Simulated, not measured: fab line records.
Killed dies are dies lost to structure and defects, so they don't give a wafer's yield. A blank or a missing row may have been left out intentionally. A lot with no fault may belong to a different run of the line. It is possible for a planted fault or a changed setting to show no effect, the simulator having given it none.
fab line records	flow berkeley_cmos170
record lots=15	wafers=45	last_day=15
route steps=331 shown NVT@110 GATE@128 PLDD@148 PSD@181
lots untouched by any fault: they come from a run of this same line in which no faults occurred
start_h: hours from the record's opening day to when the first of the lot's shown wafers began	wait_h: hours elapsed since this lot's preceding step	" identical to the entry in the row above	L1.1+2: one row covering several wafers at once	- no value, or no start given	* or withheld: withheld	< > ~ a bound
route shown NAME@n: a module of which the file shows steps, and the number in the route of the first	usual: mean/standard deviation of fault-free wafers	same: alike in all rows	chamber/n: place in a boat	sites: the reading at each site	_std_site: how widely they spread, as a standard deviation	_edge_site: inner sites' mean taken away from outer sites' mean	radius_mm: for every site, how far away it sits from the centre of the wafer	mask NAME#n: copy n	behind: tool/chamber where the wafer was last shaped	hold: cause of the lot's hold/its duration in hours/its outcome	device: names the non-switching transistor (n, p or np)	end of line: tests of these same wafers at the route's end	where a step has no rows: the recipe by itself	killed: not the wafer's yield, but the dies lost to structure and defects at the first sort	map: a wafer's dies, marking killed ones x, the rest . and places with no die _
set.NAME: the setting the step ran with; set.NAME@STEP: the setting that earlier step ran with	model.NAME: the simulator's own value behind a step, which no gauge read
one table for each step of the route and one row for each wafer, over a sample of lots
services: from which hour (start_h, from the record's first day; less than 0 if before it) a tool's chamber was out of use, for how many hours, and why
## steps
# step UCB170_NVT_OVL_MEAS_06
# usual NVT_OVL=0/6
lot.wafer	tool	chamber	start_h	wait_h	NVT_OVL[nm]
L271.1	overlay-02	-	141.21	-	10
L271.4	"	-	"	"	1
L271.6	"	-	"	"	4
L272.2	overlay-01	-	141.66	-	-2
L272.3	"	-	"	"	0
L272.4	"	-	"	"	0
L274.1	overlay-01	-	151.28	-	1
L274.4	"	-	"	"	3
L274.6	"	-	"	"	0
L273.2	overlay-02	-	152.11	-	-1
L273.4	"	-	"	"	-3
L273.5	"	-	"	"	-1
L276.2	overlay-01	-	160.19	-	0
L276.5	"	-	"	"	-1
L276.6	"	-	"	"	-5
L277.1	overlay-02	-	160.35	-	4
L277.2	"	-	"	"	-4
L277.4	"	-	"	"	0
L281.2	overlay-01	-	198.32	-	1
L281.5	"	-	"	"	-8
L281.6	"	-	"	"	-2
L284.1	overlay-02	-	211.92	-	5
L284.2	"	-	"	"	5
L284.4	"	-	"	"	7
L285.2	overlay-02	-	232.26	-	-3
L285.3	"	-	"	"	-11
L285.4	"	-	"	"	-7
L286.3	overlay-01	-	232.41	-	9
L286.4	"	-	"	"	10
L286.5	"	-	"	"	13
L287.2	overlay-01	-	232.68	-	1
L287.5	"	-	"	"	1
L287.6	"	-	"	"	7
L289.2	overlay-01	-	244.10	-	-11
L289.4	"	-	"	"	-10
L289.5	"	-	"	"	-10
L290.1	overlay-02	-	244.33	-	-5
L290.2	"	-	"	"	6
L290.5	"	-	"	"	-1
L291.1	overlay-02	-	258.67	-	-11
L291.4	"	-	"	"	-14
L291.6	"	-	"	"	-13
L293.1	overlay-01	-	265.30	-	1
L293.5	"	-	"	"	9
L293.6	"	-	"	"	7
# step UCB170_GATE_THK_MEAS_02
# recipe reads=SiO2_of_GATE_OXIDATION_01
# usual GATE_OXIDE_THK=6.61/0.1
lot.wafer	tool	chamber	start_h	wait_h	GATE_OXIDE_THK[nm]
L271.1	film_metro-03	-	148.74	0.0	6.55
L271.4	"	-	"	"	6.56
L271.6	"	-	"	"	6.48
L272.2	film_metro-01	-	148.75	0.0	6.48
L272.3	"	-	"	"	6.45
L272.4	"	-	"	"	6.47
L274.1	film_metro-03	-	160.08	0.0	6.55
L274.4	"	-	"	"	6.51
L274.6	"	-	"	"	6.54
L273.2	film_metro-01	-	160.09	0.0	6.55
L273.4	"	-	"	"	6.63
L273.5	"	-	"	"	6.57
L277.1	film_metro-03	-	172.15	0.0	6.63
L277.2	"	-	"	"	6.61
L277.4	"	-	"	"	6.63
L276.2	film_metro-02	-	172.16	0.0	6.68
L276.5	"	-	"	"	6.61
L276.6	"	-	"	"	6.59
L281.2	film_metro-03	-	212.22	0.0	6.52
L281.5	"	-	"	"	6.53
L281.6	"	-	"	"	6.53
L284.1	film_metro-01	-	224.32	0.0	6.67
L284.2	"	-	"	"	6.72
L284.4	"	-	"	"	6.69
L286.3	film_metro-02	-	243.03	0.0	6.60
L286.4	"	-	"	"	6.58
L286.5	"	-	"	"	6.70
L285.2	film_metro-02	-	243.08	0.1	6.85
L285.3	"	-	"	"	6.64
L285.4	"	-	"	"	6.59
L287.2	film_metro-03	-	243.08	0.1	6.69
L287.5	"	-	"	"	6.66
L287.6	"	-	"	"	6.47
L290.1	film_metro-01	-	251.09	0.0	6.54
L290.2	"	-	"	"	6.49
L290.5	"	-	"	"	6.51
L289.2	film_metro-03	-	251.10	0.1	6.67
L289.4	"	-	"	"	6.67
L289.5	"	-	"	"	6.71
L291.1	film_metro-02	-	269.42	0.0	6.54
L291.4	"	-	"	"	6.44
L291.6	"	-	"	"	6.43
L293.1	film_metro-03	-	274.19	0.0	6.74
L293.5	"	-	"	"	6.85
L293.6	"	-	"	"	6.71
# step UCB170_PLDD_EXPOSE_03
# recipe mask_id=PSELECT	na=0.5	sigma_outer=0.6	source_shape=conventional	target_cd_nm=1200	dose_mj=30
# usual exposure_dose_mJ_cm2=29.996/0.029	focus_offset_nm=0.1/0.55	reticle_temp_C=23.00/0.1
lot.wafer	tool	chamber	start_h	wait_h	mask	exposure_dose_mJ_cm2	focus_offset_nm	reticle_temp_C
L271.1	krf_scanner-01	0	158.30	0.2	PSELECT#0	29.986	-0.1	22.86
L271.4	"	0	"	"	PSELECT#0	29.972	0.9	22.81
L271.6	"	0	"	"	PSELECT#0	30.024	0.0	22.92
L272.2	krf_scanner-02	0	158.56	0.4	PSELECT#0	30.018	0.0	22.89
L272.3	"	0	"	"	PSELECT#0	29.988	-0.6	22.85
L272.4	"	0	"	"	PSELECT#0	30.017	-1.1	22.88
L274.1	krf_scanner-01	-	171.34	0.2	PSELECT#0	-	-	-
L274.4	"	-	"	"	PSELECT#0	-	-	-
L274.6	"	-	"	"	PSELECT#0	-	-	-
L273.2	krf_scanner-01	-	171.96	0.1	PSELECT#0	-	-	-
L273.4	"	-	"	"	PSELECT#0	-	-	-
L273.5	"	-	"	"	PSELECT#0	-	-	-
L277.1	krf_scanner-01	-	187.01	0.1	PSELECT#0	-	-	-
L277.2	"	-	"	"	PSELECT#0	-	-	-
L277.4	"	-	"	"	PSELECT#0	-	-	-
L276.2	krf_scanner-01	0	187.51	0.1	PSELECT#0	29.996	-1.1	23.01
L276.5	"	0	"	"	PSELECT#0	29.969	-0.3	22.98
L276.6	"	0	"	"	PSELECT#0	30.025	-0.6	22.94
L281.2	krf_scanner-01	0	227.06	0.1	PSELECT#0	29.973	0.3	22.97
L281.5	"	0	"	"	PSELECT#0	29.997	-0.2	22.95
L281.6	"	0	"	"	PSELECT#0	29.972	-0.2	23.08
L284.1	krf_scanner-01	0	233.93	0.1	PSELECT#0	29.987	0.7	22.96
L284.2	"	0	"	"	PSELECT#0	29.980	0.9	23.10
L284.4	"	0	"	"	PSELECT#0	29.970	0.3	23.10
L286.3	krf_scanner-02	0	253.55	0.2	PSELECT#0	30.033	0.1	23.10
L286.4	"	0	"	"	PSELECT#0	30.042	0.1	22.96
L286.5	"	0	"	"	PSELECT#0	29.998	0.2	23.22
L287.2	krf_scanner-02	0	253.75	0.1	PSELECT#0	29.970	-0.2	23.17
L287.5	"	0	"	"	PSELECT#0	29.988	1.0	23.07
L287.6	"	0	"	"	PSELECT#0	29.975	1.0	23.17
L285.2	krf_scanner-02	0	254.07	0.1	PSELECT#0	29.993	-0.2	22.88
L285.3	"	0	"	"	PSELECT#0	30.035	0.1	22.97
L285.4	"	0	"	"	PSELECT#0	30.000	-0.2	23.10
L289.2	krf_scanner-01	0	260.97	0.2	PSELECT#0	30.011	0.2	23.20
L289.4	"	0	"	"	PSELECT#0	30.011	0.4	23.23
L289.5	"	0	"	"	PSELECT#0	29.987	1.1	23.13
L290.1	krf_scanner-01	0	261.06	0.4	PSELECT#0	30.000	0.6	23.02
L290.2	"	0	"	"	PSELECT#0	29.986	-0.4	23.02
L290.5	"	0	"	"	PSELECT#0	29.974	0.3	22.97
L291.1	krf_scanner-02	0	280.04	0.2	PSELECT#0	29.988	0.2	23.01
L291.4	"	0	"	"	PSELECT#0	29.951	0.1	23.06
L291.6	"	0	"	"	PSELECT#0	29.964	-0.6	22.89
L293.1	krf_scanner-02	0	301.22	-	PSELECT#0	29.969	0.3	22.94
L293.5	"	0	"	"	PSELECT#0	29.991	0.8	22.99
L293.6	"	0	"	"	PSELECT#0	29.938	0.9	22.88
# step UCB170_PSD_CD_MEAS_06
# recipe target_cd_nm=1200
# usual cd_nm=1199.9/1.7
lot.wafer	tool	chamber	start_h	wait_h	cd_nm
L272.2	cd_sem-02	-	173.03	-	1198.4
L272.3	"	-	"	"	1198.0
L272.4	"	-	"	"	1198.7
L271.1	cd_sem-02	-	173.18	-	1196.8
L271.4	"	-	"	"	1197.4
L271.6	"	-	"	"	1196.9
L273.2	cd_sem-01	-	186.23	-	1200.3
L273.4	"	-	"	"	1197.7
L273.5	"	-	"	"	1198.7
L274.1	cd_sem-02	-	186.39	-	1201.0
L274.4	"	-	"	"	1201.8
L274.6	"	-	"	"	1201.5
L277.1	cd_sem-01	-	200.90	-	1198.0
L277.2	"	-	"	"	1199.7
L277.4	"	-	"	"	1197.8
L276.2	cd_sem-02	-	201.20	-	1201.9
L276.5	"	-	"	"	1202.8
L276.6	"	-	"	"	1203.0
L281.2	cd_sem-02	-	239.81	-	1200.1
L281.5	"	-	"	"	1199.4
L281.6	"	-	"	"	1198.6
L284.1	cd_sem-01	-	240.03	-	1201.8
L284.2	"	-	"	"	1203.0
L284.4	"	-	"	"	1202.8
L287.2	cd_sem-01	-	266.33	-	1200.6
L287.5	"	-	"	"	1202.0
L287.6	"	-	"	"	1201.4
L286.3	cd_sem-01	-	266.55	-	1198.2
L286.4	"	-	"	"	1198.6
L286.5	"	-	"	"	1198.1
L285.2	cd_sem-01	-	267.22	-	1201.6
L285.3	"	-	"	"	1200.1
L285.4	"	-	"	"	1202.0
L289.2	cd_sem-01	-	269.13	-	1200.8
L289.4	"	-	"	"	1201.1
L289.5	"	-	"	"	1200.5
L290.1	cd_sem-02	-	269.32	-	1198.1
L290.2	"	-	"	"	1197.3
L290.5	"	-	"	"	1196.8
L291.1	cd_sem-01	-	307.90	-	1202.0
L291.4	"	-	"	"	1200.7
L291.6	"	-	"	"	1201.0
L293.1	cd_sem-02	-	316.17	-	1200.2
L293.5	"	-	"	"	1200.1
L293.6	"	-	"	"	1199.4
## services
tool	chamber	start_h	hours	kind
krf_scanner-02	-	163.75	1.0	pm
krf_scanner-01	-	197.45	1.3	pm
krf_scanner-01	-	232.98	0.8	pm
krf_scanner-02	-	235.56	1.3	pm
krf_scanner-02	-	254.83	4.0	pm
krf_scanner-02	-	261.99	0.8	pm
krf_scanner-01	-	269.50	1.0	pm
krf_scanner-01	-	301.02	1.6	repair
## key
first_sign step=UCB170_PLDD_EXPOSE_03	reading=tool_record	direction=missing
effect none on later readings
met_at UCB170_PLDD_EXPOSE_03
struck_lots L273,L274,L277
sort_left_out L273.2,L273.4,L273.5,L274.1,L274.4,L274.6,L277.1,L277.2,L277.4
tester_left_out L273,L274,L277
not_acting_at UCB170_NVT_OVL_MEAS_06,UCB170_GATE_THK_MEAS_02,UCB170_PSD_CD_MEAS_06
onset_between 158.30 171.34
fault kind=skipped_step_whole	tool=krf_scanner-01	chamber=-	onset_h=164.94	steps=UCB170_PLDD_EXPOSE_03	scope=struck_lots_only
# tester_left_out: of these lots the tester's yield and bins aren't shown, on N5 and GAA mostly nor the transistor test; their killed dies are dies lost to structure and defects alone, not to doping, threshold or leakage, so they don't give the yield
# sort_left_out: the simulated sort isn't trusted on such a fault, so these wafers' sort isn't shown, and their yield isn't known
